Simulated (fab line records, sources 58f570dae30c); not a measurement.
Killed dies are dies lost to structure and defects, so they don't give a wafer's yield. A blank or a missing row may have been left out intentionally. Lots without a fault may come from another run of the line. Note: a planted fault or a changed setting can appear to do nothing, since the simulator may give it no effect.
Tool commonality check :: flow berkeley_cmos170 :: 14 lots, 42 wafers sampled

REASON IT WAS OPENED
Of 14 lots, 2 have the reading NLDD_TW flagged at UCB170_NLDD_TW_MEAS_11. Fault-free wafers read 2203, with a standard deviation of 19.
Rule: a lot gets a flag if all its wafers with a number sit over 4 standard deviations from that mean, or if no wafer of it has a number. The other lots count as sound.

lot: L861
measured: day 6 03:41
on: film_metro-03
NLDD_TW, wafer by wafer: 2236 2240 2237
flag: 

lot: L862
measured: day 6 19:54
on: film_metro-04
NLDD_TW, wafer by wafer: 2200 2207 2223
flag: 

lot: L863
measured: day 7 06:43
on: film_metro-02
NLDD_TW, wafer by wafer: 2233 2228 2233
flag: 

lot: L865
measured: day 7 06:56
on: film_metro-02
NLDD_TW, wafer by wafer: 2228 2238 2240
flag: 

lot: L864
measured: day 7 07:29
on: film_metro-02
NLDD_TW, wafer by wafer: 2233 2241 2231
flag: 

lot: L867
measured: day 8 04:59
on: film_metro-04
NLDD_TW, wafer by wafer: 2182 2185 2175
flag: 

lot: L868
measured: day 8 10:54
on: film_metro-04
NLDD_TW, wafer by wafer: 2184 2187 2189
flag: 

lot: L869
measured: day 8 11:32
on: film_metro-03
NLDD_TW, wafer by wafer: 2222 2221 2222
flag: 

lot: L871
measured: day 8 20:08
on: film_metro-04
NLDD_TW, wafer by wafer: 2192 2181 2191
flag: 

lot: L876
measured: day 10 06:52
on: film_metro-03
NLDD_TW, wafer by wafer: 2305 2321 2315
flag: FLAGGED

lot: L883
measured: day 10 20:23
on: film_metro-04
NLDD_TW, wafer by wafer: 2186 2203 2206
flag: 

lot: L881
measured: day 10 20:31
on: film_metro-03
NLDD_TW, wafer by wafer: 2288 2313 2296
flag: FLAGGED

lot: L882
measured: day 10 20:38
on: film_metro-02
NLDD_TW, wafer by wafer: 2211 2194 2203
flag: 

lot: L884
measured: day 11 05:26
on: film_metro-04
NLDD_TW, wafer by wafer: 2195 2200 2189
flag: 
Average over the flagged lots: 2306; offset from the usual +103, equal to +5 standard deviations.

WHICH TOOL EACH LOT WENT THROUGH
The record holds 1 process step before the reading, out of a route of 331 steps. In each cell: the tool, then ch and the chambers that the sampled wafers went through, then the start.
lot: L861
flag: 
UCB170_NLDD_IMPLANT_08: implanter-01 ch 0, day 6 03:17

lot: L862
flag: 
UCB170_NLDD_IMPLANT_08: implanter-04 ch 0, day 6 19:30

lot: L863
flag: 
UCB170_NLDD_IMPLANT_08: implanter-01 ch 0, day 7 06:19

lot: L865
flag: 
UCB170_NLDD_IMPLANT_08: implanter-02 ch 0, day 7 06:32

lot: L864
flag: 
UCB170_NLDD_IMPLANT_08: implanter-01 ch 0, day 7 07:05

lot: L867
flag: 
UCB170_NLDD_IMPLANT_08: implanter-04 ch 0, day 8 04:36

lot: L868
flag: 
UCB170_NLDD_IMPLANT_08: implanter-01 ch 0, day 8 10:31

lot: L869
flag: 
UCB170_NLDD_IMPLANT_08: implanter-01 ch 0, day 8 11:10

lot: L871
flag: 
UCB170_NLDD_IMPLANT_08: implanter-01 ch 0, day 8 19:46

lot: L876
flag: FLAGGED
UCB170_NLDD_IMPLANT_08: implanter-01 ch 0, day 10 06:28

lot: L883
flag: 
UCB170_NLDD_IMPLANT_08: implanter-02 ch 0, day 10 20:01

lot: L881
flag: FLAGGED
UCB170_NLDD_IMPLANT_08: implanter-01 ch 0, day 10 20:07

lot: L882
flag: 
UCB170_NLDD_IMPLANT_08: implanter-04 ch 0, day 10 20:14

lot: L884
flag: 
UCB170_NLDD_IMPLANT_08: implanter-02 ch 0, day 11 05:02
These steps, and what they do:
- UCB170_NLDD_IMPLANT_08
- UCB170_NLDD_TW_MEAS_11

FLAGGED OVER TOTAL, TOOL BY TOOL (the gauges that took the reading come last)
step: UCB170_NLDD_IMPLANT_08
tool: implanter-01
lots run: 8
flagged: 2
share of the flagged lots: all
sound lots run after its first flagged lot: 0

step: UCB170_NLDD_IMPLANT_08
tool: implanter-02
lots run: 3
flagged: 0
share of the flagged lots: none
sound lots run after its first flagged lot: -

step: UCB170_NLDD_IMPLANT_08
tool: implanter-04
lots run: 3
flagged: 0
share of the flagged lots: none
sound lots run after its first flagged lot: -

step: UCB170_NLDD_TW_MEAS_11
tool: film_metro-02
lots run: 4
flagged: 0
share of the flagged lots: none
sound lots run after its first flagged lot: -

step: UCB170_NLDD_TW_MEAS_11
tool: film_metro-03
lots run: 4
flagged: 2
share of the flagged lots: all
sound lots run after its first flagged lot: 0

step: UCB170_NLDD_TW_MEAS_11
tool: film_metro-04
lots run: 6
flagged: 0
share of the flagged lots: none
sound lots run after its first flagged lot: -

WHAT THE TABLE ALLOWS
Every flagged lot went through 2 rows of the table: implanter-01 at UCB170_NLDD_IMPLANT_08 and film_metro-03 at UCB170_NLDD_TW_MEAS_11.
- implanter-01 at UCB170_NLDD_IMPLANT_08 ran 8 lots, 2 of them flagged. Its last sound lot is L871 (day 8 19:46), its first flagged lot L876 (day 10 06:28): a fault that began between those two fits. Its own readings (beam_energy_keV) fall more than 4 standard deviations out on all wafers of the flagged lots.
- film_metro-03 at UCB170_NLDD_TW_MEAS_11 ran 4 lots, 2 of them flagged. Its last sound lot is L869 (day 8 11:32), its first flagged lot L876 (day 10 06:52): a fault that began between those two fits.
Counting lots can't tell these 2 tools apart, because each fits a fault that began at some hour. More lots, or a look at what each step does to the wafer, might.

WHAT HAD BEEN PUT IN BY THE SIMULATOR
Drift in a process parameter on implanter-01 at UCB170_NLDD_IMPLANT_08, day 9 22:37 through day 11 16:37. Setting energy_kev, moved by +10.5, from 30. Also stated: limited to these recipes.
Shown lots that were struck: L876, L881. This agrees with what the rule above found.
